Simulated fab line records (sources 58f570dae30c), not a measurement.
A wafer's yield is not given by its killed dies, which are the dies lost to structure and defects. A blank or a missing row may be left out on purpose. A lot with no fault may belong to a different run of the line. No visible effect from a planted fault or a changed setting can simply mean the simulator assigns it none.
Which of the tools did it? + flow berkeley-cmos170 + Sampling: 13 lots, 39 wafers, 5 of 331 route steps

## WHAT EACH GAUGE READ, for each wafer
UCB170_M2_THK_MEAS_03: measures by xrf.
| lot  | measured     | on            | M2_AL_THK (nm) |
|------|--------------|---------------|----------------|
| L573 | day 7 19:10  | film-metro-02 | 869 873 867    |
| L574 | day 7 19:13  | film-metro-01 | 886 902 876    |
| L577 | day 8 14:05  | film-metro-01 | 884 887 880    |
| L580 | day 8 14:17  | film-metro-02 | 878 871 878    |
| L576 | day 8 14:24  | film-metro-01 | 888 883 889    |
| L579 | day 8 14:27  | film-metro-03 | 890 886 887    |
| L582 | day 9 13:37  | film-metro-02 | 881 879 880    |
| L583 | day 9 13:45  | film-metro-03 | 882 877 885    |
| L581 | day 9 13:56  | film-metro-03 | 861 874 870    |
| L585 | day 9 18:55  | film-metro-01 | 879 881 881    |
| L590 | day 11 05:18 | film-metro-02 | 863 858 862    |
| L592 | day 11 19:05 | film-metro-01 | 882 881 881    |
| L594 | day 11 19:21 | film-metro-02 | 880 874 881    |

UCB170_M2_CD_MEAS_15: the cd target is 700 nm.
| lot  | measured     | on        | cd-nm (nm)        |
|------|--------------|-----------|-------------------|
| L573 | day 7 20:54  | cd-sem-02 | 700.3 701.2 701.8 |
| L574 | day 7 21:30  | cd-sem-01 | 701.1 700.4 700.4 |
| L577 | day 8 17:07  | cd-sem-02 | 699.7 698.1 698.1 |
| L580 | day 8 17:52  | cd-sem-01 | 701.6 701.3 701.8 |
| L576 | day 8 18:07  | cd-sem-01 | 701.7 700.0 700.8 |
| L579 | day 8 18:26  | cd-sem-02 | 701.3 699.7 699.4 |
| L582 | day 9 15:22  | cd-sem-01 | 700.1 699.7 700.5 |
| L583 | day 9 15:35  | cd-sem-02 | 700.1 700.4 700.3 |
| L581 | day 9 15:43  | cd-sem-01 | 697.7 698.6 699.5 |
| L585 | day 9 21:53  | cd-sem-02 | 700.3 701.8 701.5 |
| L590 | day 11 07:14 | cd-sem-02 | 698.8 700.2 698.8 |
| L592 | day 11 21:47 | cd-sem-01 | 701.0 701.9 700.0 |
| L594 | day 11 21:56 | cd-sem-02 | 697.9 699.2 698.9 |

UCB170_V2_THK_MEAS_01.
| lot  | measured     | on            | V2_TEOS_THK (nm) |
|------|--------------|---------------|------------------|
| L573 | day 7 21:38  | film-metro-02 | 1958 1998 1999   |
| L574 | day 7 22:16  | film-metro-02 | 2004 1993 2003   |
| L577 | day 8 18:01  | film-metro-02 | 1988 2024 2019   |
| L580 | day 8 18:37  | film-metro-02 | 2016 2024 2044   |
| L576 | day 8 18:52  | film-metro-04 | 1976 2036 2026   |
| L579 | day 8 19:19  | film-metro-02 | 1973 2018 2022   |
| L582 | day 9 16:07  | film-metro-04 | 1895 1925 1994   |
| L583 | day 9 16:32  | film-metro-02 | 1987 2013 2038   |
| L581 | day 9 16:28  | film-metro-03 | 1968 2007 1998   |
| L585 | day 9 22:38  | film-metro-04 | 1976 1992 1996   |
| L590 | day 11 08:00 | film-metro-03 | 1979 1969 2005   |
| L592 | day 11 22:32 | film-metro-02 | 1982 2016 2032   |
| L594 | day 11 22:42 | film-metro-04 | 1989 1972 2025   |

UCB170_V2_OVL_MEAS_13.
| lot  | measured     | on         | V2_OVL (nm) |
|------|--------------|------------|-------------|
| L573 | day 7 23:34  | overlay-01 | -8 1 -2     |
| L574 | day 8 00:29  | overlay-02 | -4 -1 0     |
| L577 | day 8 20:20  | overlay-01 | 1 5 0       |
| L580 | day 8 20:37  | overlay-02 | -2 -3 -5    |
| L576 | day 8 20:52  | overlay-01 | 4 2 5       |
| L579 | day 8 21:07  | overlay-02 | 14 10 13    |
| L582 | day 9 18:21  | overlay-02 | -3 -6 -6    |
| L583 | day 9 18:54  | overlay-02 | -2 -2 1     |
| L581 | day 9 18:37  | overlay-02 | -10 -5 -3   |
| L585 | day 10 01:46 | overlay-01 | 4 4 -2      |
| L590 | day 11 09:49 | overlay-01 | -3 0 -2     |
| L592 | day 12 00:29 | overlay-01 | -4 -1 -3    |
| L594 | day 12 00:43 | overlay-01 | -5 -6 -10   |

## EACH LOT AND THE TOOL THAT RAN IT (in order: tool; ch and the chambers of the sampled wafers; start)
| lot  | UCB170_V2_CVD_00                |
|------|---------------------------------|
| L573 | pecvd-04 ch 1,2, day 7 21:28    |
| L574 | pecvd-02 ch 0,1,2, day 7 22:06  |
| L577 | pecvd-01 ch 1,2, day 8 17:46    |
| L580 | pecvd-02 ch 0,1, day 8 18:26    |
| L576 | pecvd-04 ch 1,2, day 8 18:42    |
| L579 | pecvd-01 ch 1,2, day 8 19:04    |
| L582 | pecvd-02 ch 0,1, day 9 15:57    |
| L583 | pecvd-04 ch 0,1,2, day 9 16:23  |
| L581 | pecvd-01 ch 0,1, day 9 16:19    |
| L585 | pecvd-01 ch 0,1,2, day 9 22:29  |
| L590 | pecvd-01 ch 0,1, day 11 07:51   |
| L592 | pecvd-01 ch 0,1,2, day 11 22:22 |
| L594 | pecvd-04 ch 0,1, day 11 22:32   |
- UCB170_V2_CVD_00: deposits SiO2 from TEOS/O2, target thk 2000 nm, time 250 s.

## AS READ BY THE TOOLS THEMSELVES (means over the sampled wafers that have a number; for cases with no such wafer, the mark the record gives instead)
UCB170_V2_CVD_00.
| lot  | tool     | heater-power-w (W) | rf-fwd-power-W (W) | susceptor-temp-C (C) |
|------|----------|--------------------|--------------------|----------------------|
| L573 | pecvd-04 | 228                | 548.3              | 389.88               |
| L574 | pecvd-02 | 293                | 548.6              | 389.91               |
| L577 | pecvd-01 | 282                | 549.4              | 390.16               |
| L580 | pecvd-02 | 269                | 549.7              | 389.85               |
| L576 | pecvd-04 | 227                | 548.2              | 389.99               |
| L579 | pecvd-01 | 307                | 549.4              | 389.92               |
| L582 | pecvd-02 | 316                | 504.5              | 390.03               |
| L583 | pecvd-04 | 221                | 548.0              | 389.75               |
| L581 | pecvd-01 | 321                | 550.4              | 389.82               |
| L585 | pecvd-01 | 267                | 548.4              | 389.90               |
| L590 | pecvd-01 | 287                | 548.2              | 390.27               |
| L592 | pecvd-01 | 234                | 547.9              | 390.09               |
| L594 | pecvd-04 | 240                | 547.9              | 389.87               |

## THE ANSWER, worked out from the rows above alone
Rule: the usual values come from the lots themselves. Put in order of their means at a reading, lots are off if they are a third of the lots or fewer, leave a main group of 4 or more, and stand apart from it by a gap of 3 or more times the standard deviation of the main group's means; of several such gaps the widest counts. If all means in a main group match to the digits the tables above print for the reading, that group is not used. A lot without any number at a reading at which 4 lots or more have one is off too. All remaining lots with rows at the step are treated as sound. The gauges are gone through in route order, then the tools' own readings, and for those a lot's mean is taken as printed above. At the first step where some lot is off, the reading lying furthest off is the one used; lots without a number count as furthest.
Off: L582, seen at UCB170_V2_THK_MEAS_01 (V2_TEOS_THK). Main group: mean 2002 nm, sd 13.
If a tool, at a process step before that reading, ran all the lots that are off and no sound lot after the first of them, it fits. The gauges at UCB170_V2_THK_MEAS_01 aren't tried: what is off there is off at UCB170_V2_CVD_00 too, on other tools, and a gauge's error can't cause that. One fits: pecvd-02 at UCB170_V2_CVD_00. A fault onset in the window from L580 (day 8 18:26, its last sound lot) to L582 (day 9 15:57, its first lot off) fits.
The tool's own readings at UCB170_V2_CVD_00 bear it out: on the lots that are off they differ by more than 5 times the standard deviation of the sound lots' means. rf-fwd-power-W reads 504.5 W there against 548.7 W on the sound lots.

## WHAT THE SIMULATOR HAD INSERTED
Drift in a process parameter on pecvd-02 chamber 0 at UCB170_V2_CVD_00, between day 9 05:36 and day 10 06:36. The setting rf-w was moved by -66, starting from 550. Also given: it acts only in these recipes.
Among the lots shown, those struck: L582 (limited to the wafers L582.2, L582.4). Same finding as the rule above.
